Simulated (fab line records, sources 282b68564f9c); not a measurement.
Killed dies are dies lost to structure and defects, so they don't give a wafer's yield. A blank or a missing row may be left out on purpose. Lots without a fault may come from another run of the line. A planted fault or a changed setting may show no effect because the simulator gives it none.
fab line records | flow rit_cmos
record lots=14 wafers=42 last_day=6
route steps=202 shown NLDD@113 PSD@150 M1@184
lots that met no fault: from a run of the same line without faults
start_h: hours from the record's first day to the start of the lot's first wafer shown | wait_h: hours since the lot's step before | " the same as in the row above | L1.1+2: a row that stands for several wafers | - no value, or no start given | * or withheld: withheld | < > ~ a bound
route shown NAME@n: a module of which the file shows steps, and the number in the route of the first | usual: mean/standard deviation of fault-free wafers | same: alike in all rows | chamber/n: place in a boat | sites: the reading at each site | _std_site: their standard deviation | _edge_site: outer sites' mean less inner sites' | radius_mm: how far each site lies from the wafer's centre | mask NAME#n: copy n | behind: the tool/chamber that last shaped the wafer | hold: why the lot was held/for how many hours/how that ended | device: the transistor (n, p or np) that didn't switch | end of line: the same wafers' tests at the end of the route | a step without rows: its recipe alone | killed: dies lost to structure and defects at the first sort, not the wafer's yield | map: a wafer's dies, x killed, . not, _ none there
set.NAME: the setting as run; set.NAME@STEP: as run at that earlier step | model.NAME: the simulator's own value behind a step, which no gauge read
steps of the route over a sample of lots; a table a step, a row a wafer
services: from which hour (start_h, from the record's first day; less than 0 if before it) a tool's chamber was out of use, for how many hours, and why
## steps
# step RIT_NLDD_TW_MEAS_10
# usual NLDD_TW=2480/15
# columns lot.wafer tool chamber start_h wait_h NLDD_TW
L207.1 film_metro-01 - 50.54 0.1 2468
L207.3 " - " " 2461
L207.6 " - " " 2466
L208.2 film_metro-02 - 56.11 0.1 2501
L208.3 " - " " 2507
L208.6 " - " " 2499
L209.1 film_metro-01 - 62.46 0.1 2478
L209.2 " - " " 2463
L209.4 " - " " 2462
L210.4 film_metro-01 - 67.67 0.1 2452
L210.5 " - " " 2467
L210.6 " - " " 2460
L211.2 film_metro-03 - 77.77 0.1 2485
L211.4 " - " " 2492
L211.5 " - " " 2502
L212.3 film_metro-01 - 83.00 0.1 2458
L212.4 " - " " 2466
L212.6 " - " " 2466
L213.2 film_metro-02 - 85.63 0.1 2506
L213.5 " - " " 2480
L213.6 " - " " 2484
L214.1 film_metro-03 - 89.49 0.1 2491
L214.2 " - " " 2510
L214.3 " - " " 2490
L215.2 film_metro-01 - 89.74 0.1 2458
L215.3 " - " " 2463
L215.6 " - " " 2457
L216.3 film_metro-02 - 96.74 0.1 2507
L216.5 " - " " 2509
L216.6 " - " " 2503
L220.2 film_metro-03 - 117.07 0.1 2485
L220.3 " - " " 2474
L220.5 " - " " 2493
L221.1 film_metro-01 - 117.60 0.1 2459
L221.3 " - " " 2463
L221.5 " - " " 2466
L222.1 film_metro-01 - 123.53 0.1 2478
L222.3 " - " " 2459
L222.5 " - " " 2473
L223.4 film_metro-03 - 126.90 0.1 2505
L223.5 " - " " 2504
L223.6 " - " " 2510
# step RIT_PSD_IMPLANT_08
# recipe species=BF2 energy_kev=27 dose_cm2=5e+15 tilt_deg=7
# usual implant_ion_amu=49/0
# columns lot.wafer tool chamber start_h wait_h implant_ion_amu
L207.1 implanter-03 0 57.10 0.1 49
L207.3 " 0 " " 49
L207.6 " 0 " " 49
L208.2 implanter-02 0 63.26 0.1 49
L208.3 " 0 " " 49
L208.6 " 0 " " 49
L209.1 implanter-04 0 69.18 0.1 49
L209.2 " 0 " " 49
L209.4 " 0 " " 49
L210.4 implanter-02 0 74.61 0.1 49
L210.5 " 0 " " 49
L210.6 " 0 " " 49
L211.2 implanter-04 0 84.57 0.1 49
L211.4 " 0 " " 49
L211.5 " 0 " " 49
L212.3 implanter-03 0 89.79 0.1 49
L212.4 " 0 " " 49
L212.6 " 0 " " 49
L213.2 implanter-04 0 92.63 0.1 49
L213.5 " 0 " " 49
L213.6 " 0 " " 49
L214.1 implanter-04 0 96.54 0.1 49
L214.2 " 0 " " 49
L214.3 " 0 " " 49
L215.2 implanter-03 0 98.18 0.1 49
L215.3 " 0 " " 49
L215.6 " 0 " " 49
L216.3 implanter-03 0 103.54 0.1 49
L216.5 " 0 " " 49
L216.6 " 0 " " 49
L220.2 implanter-04 0 123.87 0.1 75
L220.3 " 0 " " 75
L220.5 " 0 " " 75
L221.1 implanter-03 0 125.28 0.1 75
L221.3 " 0 " " 75
L221.5 " 0 " " 75
L222.1 implanter-03 0 130.25 0.1 75
L222.3 " 0 " " 75
L222.5 " 0 " " 75
L223.4 implanter-03 0 133.99 0.1 75
L223.5 " 0 " " 75
L223.6 " 0 " " 75
# step RIT_PSD_TW_MEAS_10
# usual PSD_TW=3414/18
# columns lot.wafer tool chamber start_h wait_h PSD_TW
L207.1 film_metro-01 - 57.42 0.1 3400
L207.3 " - " " 3365
L207.6 " - " " 3365
L208.2 film_metro-03 - 63.57 0.1 3413
L208.3 " - " " 3412
L208.6 " - " " 3414
L209.1 film_metro-02 - 69.51 0.1 3444
L209.2 " - " " 3440
L209.4 " - " " 3437
L210.4 film_metro-02 - 74.89 0.1 3422
L210.5 " - " " 3407
L210.6 " - " " 3428
L211.2 film_metro-01 - 84.88 0.1 3399
L211.4 " - " " 3393
L211.5 " - " " 3387
L212.3 film_metro-02 - 90.08 0.1 3415
L212.4 " - " " 3413
L212.6 " - " " 3406
L213.2 film_metro-03 - 92.94 0.1 3449
L213.5 " - " " 3411
L213.6 " - " " 3424
L214.1 film_metro-01 - 96.87 0.1 3413
L214.2 " - " " 3397
L214.3 " - " " 3388
L215.2 film_metro-02 - 98.49 0.1 3437
L215.3 " - " " 3428
L215.6 " - " " 3427
L216.3 film_metro-01 - 103.83 0.1 3413
L216.5 " - " " 3389
L216.6 " - " " 3396
L220.2 film_metro-01 - 124.18 0.1 3467
L220.3 " - " " 3470
L220.5 " - " " 3443
L221.1 film_metro-02 - 125.61 0.1 3473
L221.3 " - " " 3472
L221.5 " - " " 3458
L222.1 film_metro-02 - 130.57 0.1 3466
L222.3 " - " " 3453
L222.5 " - " " 3477
L223.4 film_metro-03 - 134.27 0.1 3473
L223.5 " - " " 3469
L223.6 " - " " 3463
# step RIT_SDANNEAL_RS_MEAS_04
# recipe thk_meas_gauge=four-point-probe
# usual PSD_RS=116.09/0.29
# columns lot.wafer tool chamber start_h wait_h PSD_RS[ohm/sq]
L207.1 film_metro-01 - 57.91 0.0 115.88
L207.3 " - " " 116.05
L207.6 " - " " 116.11
L208.2 film_metro-02 - 64.08 0.1 115.62
L208.3 " - " " 115.62
L208.6 " - " " 115.51
L209.1 film_metro-02 - 70.03 0.0 115.63
L209.2 " - " " 115.97
L209.4 " - " " 115.81
L210.4 film_metro-03 - 75.42 0.1 115.97
L210.5 " - " " 115.92
L210.6 " - " " 116.20
L211.2 film_metro-01 - 85.44 0.1 116.05
L211.4 " - " " 116.27
L211.5 " - " " 116.39
L212.3 film_metro-02 - 90.59 0.1 116.11
L212.4 " - " " 116.19
L212.6 " - " " 115.79
L213.2 film_metro-01 - 93.45 0.1 115.96
L213.5 " - " " 116.25
L213.6 " - " " 116.04
L214.1 film_metro-01 - 97.37 0.0 116.13
L214.2 " - " " 116.04
L214.3 " - " " 116.66
L215.2 film_metro-02 - 98.98 0.1 116.23
L215.3 " - " " 115.33
L215.6 " - " " 116.00
L216.3 film_metro-01 - 104.34 0.1 116.15
L216.5 " - " " 115.90
L216.6 " - " " 116.13
L220.2 film_metro-01 - 124.69 0.1 50.81
L220.3 " - " " 50.72
L220.5 " - " " 50.61
L221.1 film_metro-01 - 126.11 0.0 50.50
L221.3 " - " " 50.74
L221.5 " - " " 50.65
L222.1 film_metro-03 - 131.13 0.0 50.54
L222.3 " - " " 50.64
L222.5 " - " " 50.66
L223.4 film_metro-02 - 134.87 0.1 50.52
L223.5 " - " " 50.68
L223.6 " - " " 50.67
# step RIT_M1_SPUTTER_00
# recipe material=Al target_thk_nm=400 power_w=2000 chamber_pressure_pa=0.4 gas=Ar time_s=500 substrate_temp_c=25
# usual throttle_valve_pct=29.9/0.76
# columns lot.wafer tool chamber start_h wait_h throttle_valve_pct
L207.1 pvd_sputter-02 - 61.15 0.0 31.2
L207.3 " - " " 29.9
L207.6 " - " " 29.7
L208.2 pvd_sputter-03 - 67.41 0.0 29.4
L208.3 " - " " 28.8
L208.6 " - " " 28.8
L209.1 pvd_sputter-02 - 73.26 0.0 31.3
L209.2 " - " " 29.6
L209.4 " - " " 29.9
L210.4 pvd_sputter-03 - 78.65 0.0 29.4
L210.5 " - " " 29.4
L210.6 " - " " 28.8
L211.2 pvd_sputter-02 - 88.70 0.0 29.5
L211.4 " - " " 29.9
L211.5 " - " " 29.6
L212.3 pvd_sputter-01 - 94.14 0.0 29.4
L212.4 " - " " 29.4
L212.6 " - " " 31.0
L213.2 pvd_sputter-02 - 97.10 0.0 29.7
L213.5 " - " " 29.3
L213.6 " - " " 30.0
L214.1 pvd_sputter-01 - 100.59 0.0 29.0
L214.2 " - " " 30.6
L214.3 " - " " 29.7
L215.2 pvd_sputter-02 - 102.32 0.0 29.3
L215.3 " - " " 29.9
L215.6 " - " " 29.8
L216.3 pvd_sputter-03 - 107.76 0.0 29.7
L216.5 " - " " 28.5
L216.6 " - " " 29.6
L220.2 pvd_sputter-01 - 127.93 0.0 29.3
L220.3 " - " " 29.5
L220.5 " - " " 29.5
L221.1 pvd_sputter-02 - 129.36 0.0 29.8
L221.3 " - " " 29.8
L221.5 " - " " 29.7
L222.1 pvd_sputter-03 - 134.58 0.0 29.4
L222.3 " - " " 28.8
L222.5 " - " " 29.6
L223.4 pvd_sputter-02 - 138.24 0.0 29.5
L223.5 " - " " 29.4
L223.6 " - " " 29.7
# step RIT_M1_OVL_MEAS_10
# usual M1_OVL=0.7/1.4
# columns lot.wafer tool chamber start_h wait_h M1_OVL[nm]
L207.1 overlay-01 - 62.76 0.1 1.5
L207.3 " - " " 1.1
L207.6 " - " " 1.2
L208.2 overlay-01 - 69.16 0.1 1.6
L208.3 " - " " 1.7
L208.6 " - " " 1.4
L209.1 overlay-02 - 74.97 0.1 1.2
L209.2 " - " " 1.8
L209.4 " - " " 2.8
L210.4 overlay-02 - 80.27 0.1 0.9
L210.5 " - " " 1.9
L210.6 " - " " 0.9
L211.2 overlay-02 - 90.18 0.1 1.5
L211.4 " - " " 0.2
L211.5 " - " " 3.0
L212.3 overlay-01 - 95.96 0.1 0.3
L212.4 " - " " -1.3
L212.6 " - " " 0.1
L213.2 overlay-01 - 98.70 0.1 0.3
L213.5 " - " " -0.9
L213.6 " - " " -1.9
L214.1 overlay-01 - 102.19 0.1 -0.7
L214.2 " - " " -0.7
L214.3 " - " " -1.9
L215.2 overlay-02 - 104.12 0.1 -1.2
L215.3 " - " " -0.9
L215.6 " - " " -1.6
L216.3 overlay-01 - 109.25 0.1 -2.1
L216.5 " - " " -2.6
L216.6 " - " " -0.3
L220.2 overlay-02 - 129.41 0.1 1.7
L220.3 " - " " 2.5
L220.5 " - " " 2.0
L221.1 overlay-02 - 130.84 0.1 -1.2
L221.3 " - " " 1.9
L221.5 " - " " -0.8
L222.1 overlay-01 - 136.28 0.1 1.2
L222.3 " - " " 0.8
L222.5 " - " " 2.1
L223.4 overlay-02 - 139.73 0.1 1.9
L223.5 " - " " 3.1
L223.6 " - " " 0.5
## services
# columns tool chamber start_h hours kind
implanter-03 - 50.66 3.6 pm
implanter-02 - 57.82 3.9 pm
implanter-03 - 77.11 3.3 repair
## key
first_sign step=RIT_PSD_IMPLANT_08 reading=implant_ion_amu direction=up sigmas=99+ usual=49 struck=75
effect step=RIT_PSD_TW_MEAS_10 reading=PSD_TW direction=up sigmas=2.8 usual=3414 struck=3465
effect step=RIT_SDANNEAL_RS_MEAS_04 reading=PSD_RS direction=down sigmas=99+ usual=116.09 struck=50.64
met_at RIT_PSD_IMPLANT_08
struck_lots L220,L221,L222,L223
sort_left_out L220.2,L220.3,L220.5,L221.1,L221.3,L221.5,L222.1,L222.3,L222.5,L223.4,L223.5,L223.6
tester_left_out L220,L221,L222,L223
not_acting_at RIT_NLDD_TW_MEAS_10,RIT_M1_SPUTTER_00,RIT_M1_OVL_MEAS_10
onset_between 103.54 123.87
fault kind=wrong_recipe_download tool=implanter-02,implanter-03,implanter-04 chamber=- onset_h=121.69 steps=RIT_PSD_IMPLANT_08 wrong_recipe.not_listed=1
# tester_left_out: of these lots the tester's yield and bins aren't shown, on N5 and GAA mostly nor the transistor test; their killed dies are dies lost to structure and defects alone, not to doping, threshold or leakage, so they don't give the yield
# sort_left_out: the simulated sort isn't trusted on such a fault, so these wafers' sort isn't shown, and their yield isn't known
